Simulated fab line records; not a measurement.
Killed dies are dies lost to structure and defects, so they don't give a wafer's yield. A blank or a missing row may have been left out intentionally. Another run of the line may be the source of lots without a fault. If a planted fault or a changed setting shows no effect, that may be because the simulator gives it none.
Chamber matching -- flow berkeley-cmos170 -- wet-bench-02 running UCB170_SILICIDE_WET_ETCH_05: 4 sister chambers
The step etches Ti in SPM, time 45 s. 7 wafers are shown with their chamber, then 8 later ones without.

## WAFERS WITH THEIR CHAMBER
wafer,chamber,bath-guard-temp-C (C),bath-heat-duty-pct (%)
L454.4,2,120.1,13.6
L454.5,2,120.4,14.0
L464.3,3,120.7,14.1
L464.6,3,120.4,14.0
L473.5,1,119.9,12.2
L473.6,1,120.0,13.5
L476.1,0,119.8,13.5

## WAFERS WHOSE CHAMBER IS MISSING
wafer,bath-guard-temp-C (C),bath-heat-duty-pct (%)
L476.2,119.7,12.1
L476.4,120.1,13.1
L477.1,120.3,14.6
L477.3,119.9,13.5
L477.6,120.2,13.9
L475.1,119.4,13.4
L475.3,119.9,12.4
L475.6,120.1,13.3

## EACH ONE'S CHAMBER
wafer,from the rows above,in truth
L476.2,can't be placed: 1 or 0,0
L476.4,can't be placed: 1 or 2 or 0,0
L477.1,can't be placed: 2 or 3 or 0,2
L477.3,can't be placed: 0 or 1 or 2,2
L477.6,can't be placed: 2 or 3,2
L475.1,can't be placed: 0 or 1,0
L475.3,can't be placed: 1 or 0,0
L475.6,can't be placed: 1 or 2 or 0 or 3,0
Placed correctly: 0 of 8. Unplaceable from these rows: 8, with the true chamber sitting among the candidates in 8. 0 placed wrongly.
How it was worked out, from the rows above alone: a wafer's distance from a chamber is the root of the sum, over the readings, of the square of ((its reading less the chamber's mean) divided by the reading's scatter). If the next closest chamber is less than 2 further off than the closest, the wafer can't be placed; otherwise it belongs to the closest. A chamber's mean is the mean of its shown wafers. The scatter: the root of (the sum of the squares of (reading less its chamber's mean) over the shown wafers, divided by (wafers less chambers)).
